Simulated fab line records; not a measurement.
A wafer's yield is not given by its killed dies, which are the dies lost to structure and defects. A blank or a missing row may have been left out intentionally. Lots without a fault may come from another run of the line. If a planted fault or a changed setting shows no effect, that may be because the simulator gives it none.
Which tool is to blame? || flow berkeley cmos170 || 14 lots with 42 wafers sampled at 5 steps, on a route of 331 steps

WHAT THE GAUGES READ, wafer by wafer
UCB170_PWELL_OVL_MEAS_13. Usual: for PWELL_OVL the level is 0 nm and the standard deviation is 5.4.
{"lot": "L702", "measured": "day 3 02:35", "on": "overlay-01", "PWELL_OVL (nm)": "-10 -7 -8", "flag": ""}
{"lot": "L703", "measured": "day 3 13:29", "on": "overlay-02", "PWELL_OVL (nm)": "3 7 7", "flag": ""}
{"lot": "L704", "measured": "day 3 20:40", "on": "overlay-01", "PWELL_OVL (nm)": "4 3 7", "flag": ""}
{"lot": "L706", "measured": "day 4 04:45", "on": "overlay-01", "PWELL_OVL (nm)": "2 7 6", "flag": ""}
{"lot": "L707", "measured": "day 4 12:20", "on": "overlay-01", "PWELL_OVL (nm)": "-3 -3 1", "flag": ""}
{"lot": "L710", "measured": "day 4 23:44", "on": "overlay-02", "PWELL_OVL (nm)": "7 8 2", "flag": ""}
{"lot": "L711", "measured": "day 5 06:17", "on": "overlay-02", "PWELL_OVL (nm)": "-6 0 -4", "flag": ""}
{"lot": "L712", "measured": "day 5 11:57", "on": "overlay-02", "PWELL_OVL (nm)": "14 9 13", "flag": ""}
{"lot": "L714", "measured": "day 5 20:30", "on": "overlay-01", "PWELL_OVL (nm)": "-10 -4 -6", "flag": ""}
{"lot": "L715", "measured": "day 6 06:55", "on": "overlay-01", "PWELL_OVL (nm)": "-5 -4 -5", "flag": ""}
{"lot": "L719", "measured": "day 6 18:39", "on": "overlay-01", "PWELL_OVL (nm)": "4 -1 -4", "flag": ""}
{"lot": "L720", "measured": "day 6 18:55", "on": "overlay-01", "PWELL_OVL (nm)": "-6 0 -6", "flag": ""}
{"lot": "L722", "measured": "day 7 12:29", "on": "overlay-02", "PWELL_OVL (nm)": "-1 1 -5", "flag": ""}
{"lot": "L725", "measured": "day 7 22:10", "on": "overlay-01", "PWELL_OVL (nm)": "6 -2 2", "flag": ""}

UCB170_PVT_OVL_MEAS_06. Usual: for PVT_OVL the level is 2 nm and the standard deviation is 5.3.
{"lot": "L702", "measured": "day 6 08:38", "on": "overlay-02", "PVT_OVL (nm)": "-4 0 1", "flag": ""}
{"lot": "L703", "measured": "day 6 14:47", "on": "overlay-02", "PVT_OVL (nm)": "2 -5 -5", "flag": ""}
{"lot": "L704", "measured": "day 6 17:20", "on": "overlay-01", "PVT_OVL (nm)": "2 -3 2", "flag": ""}
{"lot": "L706", "measured": "day 7 11:39", "on": "overlay-02", "PVT_OVL (nm)": "-4 0 -3", "flag": ""}
{"lot": "L707", "measured": "day 7 11:56", "on": "overlay-01", "PVT_OVL (nm)": "-5 5 -3", "flag": ""}
{"lot": "L710", "measured": "day 8 05:46", "on": "overlay-02", "PVT_OVL (nm)": "-2 -6 -5", "flag": ""}
{"lot": "L711", "measured": "day 8 06:52", "on": "overlay-02", "PVT_OVL (nm)": "5 -1 8", "flag": ""}
{"lot": "L714", "measured": "day 8 15:05", "on": "overlay-02", "PVT_OVL (nm)": "9 12 10", "flag": ""}
{"lot": "L719", "measured": "day 10 05:03", "on": "overlay-02", "PVT_OVL (nm)": "-2 -4 2", "flag": ""}
{"lot": "L720", "measured": "day 10 06:03", "on": "overlay-02", "PVT_OVL (nm)": "-13 1 -2", "flag": ""}
{"lot": "L722", "measured": "day 11 06:25", "on": "overlay-01", "PVT_OVL (nm)": "-12 -3 -3", "flag": ""}
{"lot": "L725", "measured": "day 11 06:18", "on": "overlay-02", "PVT_OVL (nm)": "5 4 7", "flag": ""}

TOOL THAT RAN EACH LOT (tool first, then ch and the chambers of the sampled wafers, then the start)
{"lot": "L702", "UCB170_NWELL_ETCH_13": "rie diel-02 ch 0,1,3, day 2 05:08", "UCB170_ACTIVE_ETCH_15": "rie diel-03 ch 0,2, day 4 15:11", "UCB170_ACTIVE_STRIP_16": "plasma asher-04 ch 0,1, day 4 15:19"}
{"lot": "L703", "UCB170_NWELL_ETCH_13": "rie diel-04 ch 2,3, day 2 13:40", "UCB170_ACTIVE_ETCH_15": "rie diel-02 ch 0,1,3, day 4 22:24", "UCB170_ACTIVE_STRIP_16": "plasma asher-01 ch 0, day 4 22:30"}
{"lot": "L704", "UCB170_NWELL_ETCH_13": "rie diel-02 ch 1,2,3, day 2 23:59", "UCB170_ACTIVE_ETCH_15": "rie diel-02 ch 0,1,3, day 5 04:19", "UCB170_ACTIVE_STRIP_16": "plasma asher-02 ch 0,1, day 5 04:25"}
{"lot": "L706", "UCB170_NWELL_ETCH_13": "rie diel-04 ch 0,1,2, day 3 12:16", "UCB170_ACTIVE_ETCH_15": "rie diel-01 ch 0,1,3, day 5 19:10", "UCB170_ACTIVE_STRIP_16": "plasma asher-04 ch 0,1, day 5 19:16"}
{"lot": "L707", "UCB170_NWELL_ETCH_13": "rie diel-03 ch 0,1, day 3 12:16", "UCB170_ACTIVE_ETCH_15": "rie diel-03 ch 0,1, day 5 19:55", "UCB170_ACTIVE_STRIP_16": "plasma asher-04 ch 0,1, day 5 20:01"}
{"lot": "L710", "UCB170_NWELL_ETCH_13": "rie diel-03 ch 0,2,3, day 4 03:37", "UCB170_ACTIVE_ETCH_15": "rie diel-02 ch 0,1,3, day 6 10:46", "UCB170_ACTIVE_STRIP_16": "plasma asher-01 ch 0,1, day 6 10:52"}
{"lot": "L711", "UCB170_NWELL_ETCH_13": "rie diel-02 ch 0,2,3, day 4 10:20", "UCB170_ACTIVE_ETCH_15": "rie diel-03 ch 0,3, day 6 16:31", "UCB170_ACTIVE_STRIP_16": "plasma asher-01 ch 0, day 6 16:37"}
{"lot": "L712", "UCB170_NWELL_ETCH_13": "rie diel-03 ch 0,1,2, day 4 17:38", "UCB170_ACTIVE_ETCH_15": "rie diel-03 ch 0,1,2, day 7 02:43", "UCB170_ACTIVE_STRIP_16": "plasma asher-02 ch 0,1, day 7 02:49"}
{"lot": "L714", "UCB170_NWELL_ETCH_13": "rie diel-04 ch 0,2, day 5 00:44", "UCB170_ACTIVE_ETCH_15": "rie diel-01 ch 0,2,3, day 7 03:02", "UCB170_ACTIVE_STRIP_16": "plasma asher-02 ch 0,1, day 7 03:08"}
{"lot": "L715", "UCB170_NWELL_ETCH_13": "rie diel-02 ch 1,3, day 5 09:24", "UCB170_ACTIVE_ETCH_15": "rie diel-03 ch 0,3, day 7 14:57", "UCB170_ACTIVE_STRIP_16": "plasma asher-04 ch 0,1, day 7 15:05"}
{"lot": "L719", "UCB170_NWELL_ETCH_13": "rie diel-02 ch 1,2,3, day 6 02:11", "UCB170_ACTIVE_ETCH_15": "rie diel-02 ch 0,1,3, day 8 01:00", "UCB170_ACTIVE_STRIP_16": "plasma asher-04 ch 0,1, day 8 01:06"}
{"lot": "L720", "UCB170_NWELL_ETCH_13": "rie diel-02 ch 2,3, day 6 02:41", "UCB170_ACTIVE_ETCH_15": "rie diel-01 ch 1,2, day 8 01:14", "UCB170_ACTIVE_STRIP_16": "plasma asher-01 ch 0,1, day 8 01:20"}
{"lot": "L722", "UCB170_NWELL_ETCH_13": "rie diel-03 ch 1,2, day 6 14:37", "UCB170_ACTIVE_ETCH_15": "rie diel-01 ch 1,3, day 9 05:10", "UCB170_ACTIVE_STRIP_16": "plasma asher-04 ch 0, day 9 05:16"}
{"lot": "L725", "UCB170_NWELL_ETCH_13": "rie diel-03 ch 0,3, day 7 04:22", "UCB170_ACTIVE_ETCH_15": "rie diel-02 ch 0,1,2, day 9 15:26", "UCB170_ACTIVE_STRIP_16": "plasma asher-01 ch 0,1, day 9 15:32"}
- UCB170_NWELL_ETCH_13: etches Si3N4 in CH3F/Ar/O2, stops on SiO2, target depth 246.4 nm, time 154 s.
- UCB170_ACTIVE_ETCH_15: etches Si3N4 in CH3F/Ar/O2, stops on SiO2, target depth 242 nm, time 151 s.
- UCB170_ACTIVE_STRIP_16: strips in O2.

AS READ BY THE TOOLS THEMSELVES (means over the sampled wafers that have a number; for cases with no such wafer, the mark the record gives instead)
UCB170_NWELL_ETCH_13. Usual: drypump motor current A 5.75 A, standard deviation 0.22; oes product au 0.936 a.u., standard deviation 0.017; throttle valve pct 8.11 %, standard deviation 0.13.
{"lot": "L702", "tool": "rie diel-02", "drypump motor current A (A)": 5.71, "oes product au (a.u.)": 0.945, "throttle valve pct (%)": 8.15, "flag": ""}
{"lot": "L703", "tool": "rie diel-04", "drypump motor current A (A)": 5.87, "oes product au (a.u.)": 0.932, "throttle valve pct (%)": 8.15, "flag": ""}
{"lot": "L704", "tool": "rie diel-02", "drypump motor current A (A)": 5.54, "oes product au (a.u.)": 0.945, "throttle valve pct (%)": 8.09, "flag": ""}
{"lot": "L706", "tool": "rie diel-04", "drypump motor current A (A)": 5.84, "oes product au (a.u.)": 0.944, "throttle valve pct (%)": 8.07, "flag": ""}
{"lot": "L707", "tool": "rie diel-03", "drypump motor current A (A)": 5.48, "oes product au (a.u.)": 0.913, "throttle valve pct (%)": 7.94, "flag": ""}
{"lot": "L710", "tool": "rie diel-03", "drypump motor current A (A)": 5.83, "oes product au (a.u.)": 0.932, "throttle valve pct (%)": 8.15, "flag": ""}
{"lot": "L711", "tool": "rie diel-02", "drypump motor current A (A)": 5.56, "oes product au (a.u.)": 0.947, "throttle valve pct (%)": 8.15, "flag": ""}
{"lot": "L712", "tool": "rie diel-03", "drypump motor current A (A)": 5.63, "oes product au (a.u.)": 0.919, "throttle valve pct (%)": 8.09, "flag": ""}
{"lot": "L714", "tool": "rie diel-04", "drypump motor current A (A)": 5.72, "oes product au (a.u.)": 0.957, "throttle valve pct (%)": 8.19, "flag": ""}
{"lot": "L715", "tool": "rie diel-02", "drypump motor current A (A)": 5.62, "oes product au (a.u.)": 0.952, "throttle valve pct (%)": 8.11, "flag": ""}
{"lot": "L719", "tool": "rie diel-02", "drypump motor current A (A)": 5.55, "oes product au (a.u.)": 0.948, "throttle valve pct (%)": 8.10, "flag": ""}
{"lot": "L720", "tool": "rie diel-02", "drypump motor current A (A)": 5.49, "oes product au (a.u.)": 0.937, "throttle valve pct (%)": 8.12, "flag": ""}
{"lot": "L722", "tool": "rie diel-03", "drypump motor current A (A)": 5.73, "oes product au (a.u.)": 0.923, "throttle valve pct (%)": 8.17, "flag": ""}
{"lot": "L725", "tool": "rie diel-03", "drypump motor current A (A)": 5.95, "oes product au (a.u.)": 0.934, "throttle valve pct (%)": 8.06, "flag": ""}

UCB170_ACTIVE_ETCH_15. Usual: drypump motor current A 5.7 A, standard deviation 0.33; oes product au 0.938 a.u., standard deviation 0.019; throttle valve pct 8.08 %, standard deviation 0.16.
{"lot": "L702", "tool": "rie diel-03", "drypump motor current A (A)": 5.7, "oes product au (a.u.)": 0.917, "throttle valve pct (%)": 8.26, "flag": ""}
{"lot": "L703", "tool": "rie diel-02", "drypump motor current A (A)": 5.7, "oes product au (a.u.)": 0.938, "throttle valve pct (%)": 8.15, "flag": ""}
{"lot": "L704", "tool": "rie diel-02", "drypump motor current A (A)": 5.7, "oes product au (a.u.)": 0.935, "throttle valve pct (%)": 8.15, "flag": ""}
{"lot": "L706", "tool": "rie diel-01", "drypump motor current A (A)": 6.0, "oes product au (a.u.)": 0.945, "throttle valve pct (%)": 8.07, "flag": ""}
{"lot": "L707", "tool": "rie diel-03", "drypump motor current A (A)": 5.5, "oes product au (a.u.)": 0.915, "throttle valve pct (%)": 7.94, "flag": ""}
{"lot": "L710", "tool": "rie diel-02", "drypump motor current A (A)": 5.7, "oes product au (a.u.)": 0.948, "throttle valve pct (%)": 8.15, "flag": ""}
{"lot": "L711", "tool": "rie diel-03", "drypump motor current A (A)": 5.8, "oes product au (a.u.)": 0.927, "throttle valve pct (%)": 8.08, "flag": ""}
{"lot": "L712", "tool": "rie diel-03", "drypump motor current A (A)": 5.7, "oes product au (a.u.)": 0.773, "throttle valve pct (%)": 8.09, "flag": "OFF"}
{"lot": "L714", "tool": "rie diel-01", "drypump motor current A (A)": 6.0, "oes product au (a.u.)": 0.935, "throttle valve pct (%)": 8.12, "flag": ""}
{"lot": "L715", "tool": "rie diel-03", "drypump motor current A (A)": 5.8, "oes product au (a.u.)": 0.775, "throttle valve pct (%)": 8.07, "flag": "OFF"}
{"lot": "L719", "tool": "rie diel-02", "drypump motor current A (A)": 5.7, "oes product au (a.u.)": 0.949, "throttle valve pct (%)": 8.15, "flag": ""}
{"lot": "L720", "tool": "rie diel-01", "drypump motor current A (A)": 5.3, "oes product au (a.u.)": 0.962, "throttle valve pct (%)": 7.84, "flag": ""}
{"lot": "L722", "tool": "rie diel-01", "drypump motor current A (A)": 5.6, "oes product au (a.u.)": 0.965, "throttle valve pct (%)": 7.91, "flag": ""}
{"lot": "L725", "tool": "rie diel-02", "drypump motor current A (A)": 5.7, "oes product au (a.u.)": 0.949, "throttle valve pct (%)": 8.14, "flag": ""}

UCB170_ACTIVE_STRIP_16. Usual: drypump motor current A 5.8 A, standard deviation 0.7; oes product au 0.720 a.u., standard deviation 0.0043; strip time to endpoint s 18.07 s, standard deviation 0.096.
{"lot": "L702", "tool": "plasma asher-04", "drypump motor current A (A)": 6.6, "oes product au (a.u.)": 0.718, "strip time to endpoint s (s)": 18.07, "flag": ""}
{"lot": "L703", "tool": "plasma asher-01", "drypump motor current A (A)": 5.3, "oes product au (a.u.)": 0.719, "strip time to endpoint s (s)": 18.22, "flag": ""}
{"lot": "L704", "tool": "plasma asher-02", "drypump motor current A (A)": 5.0, "oes product au (a.u.)": 0.720, "strip time to endpoint s (s)": 18.05, "flag": ""}
{"lot": "L706", "tool": "plasma asher-04", "drypump motor current A (A)": 6.6, "oes product au (a.u.)": 0.720, "strip time to endpoint s (s)": 18.09, "flag": ""}
{"lot": "L707", "tool": "plasma asher-04", "drypump motor current A (A)": 6.6, "oes product au (a.u.)": 0.719, "strip time to endpoint s (s)": 18.09, "flag": ""}
{"lot": "L710", "tool": "plasma asher-01", "drypump motor current A (A)": 5.2, "oes product au (a.u.)": 0.721, "strip time to endpoint s (s)": 18.08, "flag": ""}
{"lot": "L711", "tool": "plasma asher-01", "drypump motor current A (A)": 5.3, "oes product au (a.u.)": 0.722, "strip time to endpoint s (s)": 18.06, "flag": ""}
{"lot": "L712", "tool": "plasma asher-02", "drypump motor current A (A)": 5.4, "oes product au (a.u.)": 0.723, "strip time to endpoint s (s)": 19.41, "flag": "OFF"}
{"lot": "L714", "tool": "plasma asher-02", "drypump motor current A (A)": 5.4, "oes product au (a.u.)": 0.724, "strip time to endpoint s (s)": 17.96, "flag": ""}
{"lot": "L715", "tool": "plasma asher-04", "drypump motor current A (A)": 6.5, "oes product au (a.u.)": 0.718, "strip time to endpoint s (s)": 19.28, "flag": "OFF"}
{"lot": "L719", "tool": "plasma asher-04", "drypump motor current A (A)": 6.6, "oes product au (a.u.)": 0.722, "strip time to endpoint s (s)": 18.05, "flag": ""}
{"lot": "L720", "tool": "plasma asher-01", "drypump motor current A (A)": 5.3, "oes product au (a.u.)": 0.718, "strip time to endpoint s (s)": 18.11, "flag": ""}
{"lot": "L722", "tool": "plasma asher-04", "drypump motor current A (A)": 6.5, "oes product au (a.u.)": 0.722, "strip time to endpoint s (s)": 18.15, "flag": ""}
{"lot": "L725", "tool": "plasma asher-01", "drypump motor current A (A)": 5.2, "oes product au (a.u.)": 0.719, "strip time to endpoint s (s)": 18.04, "flag": ""}

THE ANSWER, worked out from the rows above alone
Rule: a lot is off if the mean of its wafers that have a number lies more than 3 standard deviations from the usual mean. Also off: a lot with no number at a reading for which 4 or more lots have one. All remaining lots with rows at the step are treated as sound. After the gauges, taken in route order, come the tools' own readings; for these a lot's mean is taken, as printed above. The first step at which some lot is off is used, and at that step the reading that is off furthest; a lot without a number counts as furthest.
Off at UCB170_ACTIVE_ETCH_15 (oes product au): L712, L715.
A tool fits if, at that step or a process step before it, it ran every lot that is off, and no sound lot after the first of them. One fits: UCB170_ACTIVE_ETCH_15 on rie diel-03. A fault onset in the window from L711 (day 6 16:31, its last sound lot) to L712 (day 7 02:43, its first lot off) fits.
The tool's own readings at UCB170_ACTIVE_ETCH_15 bear it out: on the lots that are off they differ by more than 5 times the standard deviation of the sound lots' means. oes product au reads 0.774 a.u. there against 0.940 a.u. on the sound lots.

WHAT THE SIMULATOR HAD PUT IN
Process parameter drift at UCB170_ACTIVE_ETCH_15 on rie diel-03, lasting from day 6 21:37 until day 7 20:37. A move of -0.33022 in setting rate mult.
Lots struck among those shown: L712, L715. The rule above reached the same finding.
